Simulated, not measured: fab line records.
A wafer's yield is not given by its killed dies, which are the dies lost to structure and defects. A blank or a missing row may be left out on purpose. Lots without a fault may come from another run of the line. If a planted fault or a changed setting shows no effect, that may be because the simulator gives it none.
Split-lot experiment -- flow berkeley-cmos170 -- 5 lots, 23 wafers read, on a route of 331 steps

## ON THE SPLIT
At UCB170_M3_PEB_13, the setting peb-temp-c was moved away from the recipe's 130 C on 8 of the 23 wafers read, by -1.6% to +2.8%. All remaining wafers had this setting at the recipe value.

## FROM THE SPLIT TO THE READING: what the file shows between them, 5 steps
- UCB170_M3_DEVELOP_14: develop time 45 s
- UCB170_M3_CD_MEAS_15: target cd 700 nm
- UCB170_M3_ETCH_17: etches BARC in N2/H2
- UCB170_M3_METAL_ETCH_18: etches Al in Cl2/BCl3, stops on SiO2, target depth 1170 nm, time 195 s (also split here: over-etch-frac)
- UCB170_M3_STRIP_19: strips in O2

## THE READING
At UCB170_M3_CD_MEAS_90: cd-nm in nanometres, against a target cd of 700 nm. Fault-free wafers of this fab line usually give 700.6 nm, standard deviation 2.2 nm.

wafer,"tool, chamber at the split","peb-temp-c as run, C",against the recipe,"cd-nm, nm",against lot-mates on the recipe
L074.1,"litho-track-03, 0",130,recipe,700.8,-
L074.2,"litho-track-03, 0",127.9,-1.6%,714.1,+13.5
L074.4,"litho-track-03, 0",130,recipe,700.5,-
L074.5,"litho-track-03, 0",127.9,-1.6%,714.0,+13.4
L074.6,"litho-track-03, 0",130,recipe,700.5,-
L076.1,"litho-track-01, 0",128.6,-1.1%,708.0,+8.6
L076.2,"litho-track-01, 0",128.6,-1.1%,709.1,+9.7
L076.3,"litho-track-01, 0",130,recipe,699.9,-
L076.5,"litho-track-01, 0",130,recipe,698.9,-
L076.6,"litho-track-01, 0",128.6,-1.1%,712.3,+12.9
L083.1,"litho-track-01, 0",130,recipe,701.8,-
L083.2,"litho-track-01, 0",130,recipe,702.2,-
L083.3,"litho-track-01, 0",130,recipe,705.3,-
L083.5,"litho-track-01, 0",130,recipe,703.2,-
L083.6,"litho-track-01, 0",130,recipe,702.0,-
L085.1,"litho-track-02, 0",130,recipe,702.2,-
L085.2,"litho-track-02, 0",130,recipe,700.3,-
L085.4,"litho-track-02, 0",130,recipe,702.1,-
L084.1,"litho-track-03, 0",133.7,+2.8%,680.4,-22.5
L084.2,"litho-track-03, 0",133.7,+2.8%,679.0,-23.9
L084.3,"litho-track-03, 0",133.7,+2.8%,679.5,-23.4
L084.4,"litho-track-03, 0",130,recipe,702.8,-
L084.5,"litho-track-03, 0",130,recipe,703.0,-

THE FIT
A straight line over all 23 wafers: cd-nm changes by -7.71 nm for each +1% of peb-temp-c; r = -0.99; the points scatter about the line by 1.5 nm.
The same after taking each lot's own level away (the mean of its wafers on the recipe; 23 wafers): -8.37 nm for each +1%; r = -0.99; scatter 1.1 nm.
That fit puts the effect of the largest move of peb-temp-c on the reading at 24 nm.
From 699.40 to 702.90 nm: that is the span of the lots' own levels, equal to 1.6 times the standard deviation above.
Consequently the slope shifts little with the lot-to-lot level, the two slopes agreeing.
Check: for one of the wafers moved furthest among these (+2.8%), held out of the fit, the line's prediction against its lot-mates is -24 nm. Against them it came out at -22.5 nm.

## THE OTHER SPLITS THESE WAFERS WENT THROUGH
Note: prior to the reading, these wafers also went through further splits. Each is held against what the fit with the lots' levels taken away leaves over:
other split on the same wafers,wafers away from the commonest value,r with cd-nm (lot level and that fit taken away)
UCB170_M3_SPUTTER_01 power-w,5,+0.41
UCB170_M3_METAL_ETCH_18 over-etch-frac,3,+0.04

## THE WHOLE CHAIN: every reading that the file lists as answering this split, in the file's order
step,what it does,reading,change (the file's fit),r (the file's)
UCB170_M3_CD_MEAS_15,target cd 700 nm,cd-nm,-7.79 nm for each +1% of the setting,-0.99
UCB170_M3_ETCH_17,etches BARC in N2/H2,"M3.cd-nm (the simulator's own value, which no gauge read)",-7.71 nm for each +1% of the setting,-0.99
UCB170_M3_METAL_ETCH_18,"etches Al in Cl2/BCl3, stops on SiO2, target depth 1170 nm, time 195 s","M3.cd-nm (the simulator's own value, which no gauge read)",-8.41 nm for each +1% of the setting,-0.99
UCB170_M3_CD_MEAS_90,target cd 700 nm,cd-nm,-8.35 nm for each +1% of the setting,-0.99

## THE FILE'S OWN FIT
cd-nm changes by -8.35 nm for each +1% of peb-temp-c, r = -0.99.
